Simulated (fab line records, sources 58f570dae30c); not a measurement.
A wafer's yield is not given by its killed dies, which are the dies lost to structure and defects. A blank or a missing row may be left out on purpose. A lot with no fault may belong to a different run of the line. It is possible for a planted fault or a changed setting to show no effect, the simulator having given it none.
2 desks, one fault    flow berkeleyCmos170    each desk has only its own numbers; what lay behind them comes last

== AT THE TOOL OWNER'S DESK: rtpAnneal-02 ==
The tool's own readings at UCB170_CONTACT_RTA_08 (time 10 s): means of the sampled wafers that have a number, for each lot that ran on this tool. If a lot's mean is further than 4 standard deviations from the usual mean, the lot is out of limits and carries the mark OUT (the distance appears in the brackets).
Columns: A = chamberO2Ppm at UCB170_CONTACT_RTA_08, usual 1.998; B = lampPowerPct at UCB170_CONTACT_RTA_08, usual 23.1 %; C = wafer_temp_C_max at UCB170_CONTACT_RTA_08, usual 903.7
lot   first seen here  A      B     C
L248  day 8 06:31      2.013  22.4  904.6
L257  day 11 08:43     2.001  22.6  904.0
L262  day 11 20:30     1.983  22.5  903.7
Finding of this desk: none of the 3 lots has anything out of limits.

== METROLOGY DESK ==
What the gauges read, lot by lot, whatever tool the lot ran on: means of the sampled wafers that have a number. If a lot's mean is further than 4 standard deviations from the usual mean, the lot is out of limits and carries the mark OUT (the distance appears in the brackets). It has 11 readings; the 7 that lie furthest out on some lot are the ones shown.
Columns: A = SILICIDE_TI_RS at UCB170_SILICIDE_RS_MEAS_02, usual 26.13 ohm/sq; B = SILICIDE_TI_THK at UCB170_SILICIDE_THK_MEAS_03, usual 29.7 nm; C = cdNm at UCB170_CONTACT_CD_MEAS_15, usual 700.3 nm; D = cdNm at UCB170_CONTACT_CD_MEAS_90, usual 700.2 nm; E = M1_AL_RS at UCB170_M1_RS_MEAS_01, usual 0.0483 ohm/sq; F = M1_AL_THK at UCB170_M1_THK_MEAS_02, usual 611 nm; G = cdNm at UCB170_M1_CD_MEAS_09, usual 699.8 nm
lot   first seen here  A      B     C      D      E       F    G
L250  day 8 02:47      25.63  30.2  702.1  701.5  0.0481  611  698.9
L248  day 8 03:28      26.37  29.5  700.7  700.9  0.0479  615  700.7
L257  day 11 05:29     26.05  30.0  699.9  699.5  0.0475  617  699.2
L264  day 11 14:00     26.04  30.0  699.8  699.4  0.0478  621  701.9
L262  day 11 14:12     26.07  29.6  698.6  697.7  0.0486  610  699.4
L269  day 12 17:38     26.55  29.2  698.7  698.8  0.0489  604  699.3
Finding of this desk: none of the 6 lots has anything out of limits.

== PUT TOGETHER ==
Nothing out of limits was seen by the tool owner's desk.
From the metrology desk's view, nothing was out of limits.

== WHAT THE SIMULATOR HAD INSERTED ==
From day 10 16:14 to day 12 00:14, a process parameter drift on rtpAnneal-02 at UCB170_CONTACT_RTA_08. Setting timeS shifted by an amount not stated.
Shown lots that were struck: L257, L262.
